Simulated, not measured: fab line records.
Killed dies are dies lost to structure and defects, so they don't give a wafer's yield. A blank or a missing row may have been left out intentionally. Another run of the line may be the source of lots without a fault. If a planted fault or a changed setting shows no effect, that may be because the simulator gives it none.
A single fault, viewed from 2 desks -- flow berkeley cmos170 -- each desk holds nothing but its own numbers, with what lay behind them at the end

METROLOGY DESK
Means of the sampled wafers that have a number, per lot and without regard to the tool the lot ran on: this is what the gauges read. Marked OUT: a lot whose mean sits more than 4 standard deviations from the usual mean, which makes it out of limits; the brackets give that distance.
Columns: A = SCREENOX_OXIDE_THK at UCB170_SCREENOX_THK_MEAS_02, usual 14.33 nm; B = cd nm at UCB170_V2_CD_MEAS_12, usual 699.9 nm
lot,first seen here,A,B
L294,day 6 02:19,14.32,696.9
L295,day 6 02:19,14.58,701.1
L296,day 7 02:04,14.63,702.1
L298,day 7 02:04,14.59,700.5
L299,day 7 02:05,14.17,700.8
L297,day 7 02:08,14.23,699.2
L308,day 8 23:32,14.64,700.6
L307,day 8 23:36,14.16,700.4
L311,day 9 15:28,14.22,699.0
L314,day 10 03:59,14.53,698.7
L312,day 10 04:00,14.53,699.1
L316,day 10 16:28,14.09,698.4
L317,day 11 10:32,14.60,699.2
Finding of this desk: none of the 13 lots has anything out of limits.

AT THE TOOL OWNER'S DESK: rie diel-02
The tool's own readings at UCB170_ACTIVE_ETCH_15 (etches Si3N4 in CH3F/Ar/O2, stops on SiO2, target depth 242 nm, time 151 s): means of the sampled wafers that have a number, for each lot that ran on this tool. Marked OUT: a lot whose mean sits more than 4 standard deviations from the usual mean, which makes it out of limits; the brackets give that distance.
Columns: A = drypump motor current A at UCB170_ACTIVE_ETCH_15, usual 5.8 A; B = oes product au at UCB170_ACTIVE_ETCH_15, usual 0.952 a.u.; C = throttle valve pct at UCB170_ACTIVE_ETCH_15, usual 8.15 %
lot,first seen here,A,B,C
L295,day 4 19:53,5.4,0.952,8.13
L298,day 5 19:38,5.8,0.947,8.19
L307,day 7 09:24,6.0,0.944,8.17
Finding of this desk: none of the 3 lots has anything out of limits.

ALL TOGETHER
From the metrology desk's view, nothing was out of limits.
The desk of the tool owner found nothing out of limits.

WHAT THE SIMULATOR HAD INSERTED
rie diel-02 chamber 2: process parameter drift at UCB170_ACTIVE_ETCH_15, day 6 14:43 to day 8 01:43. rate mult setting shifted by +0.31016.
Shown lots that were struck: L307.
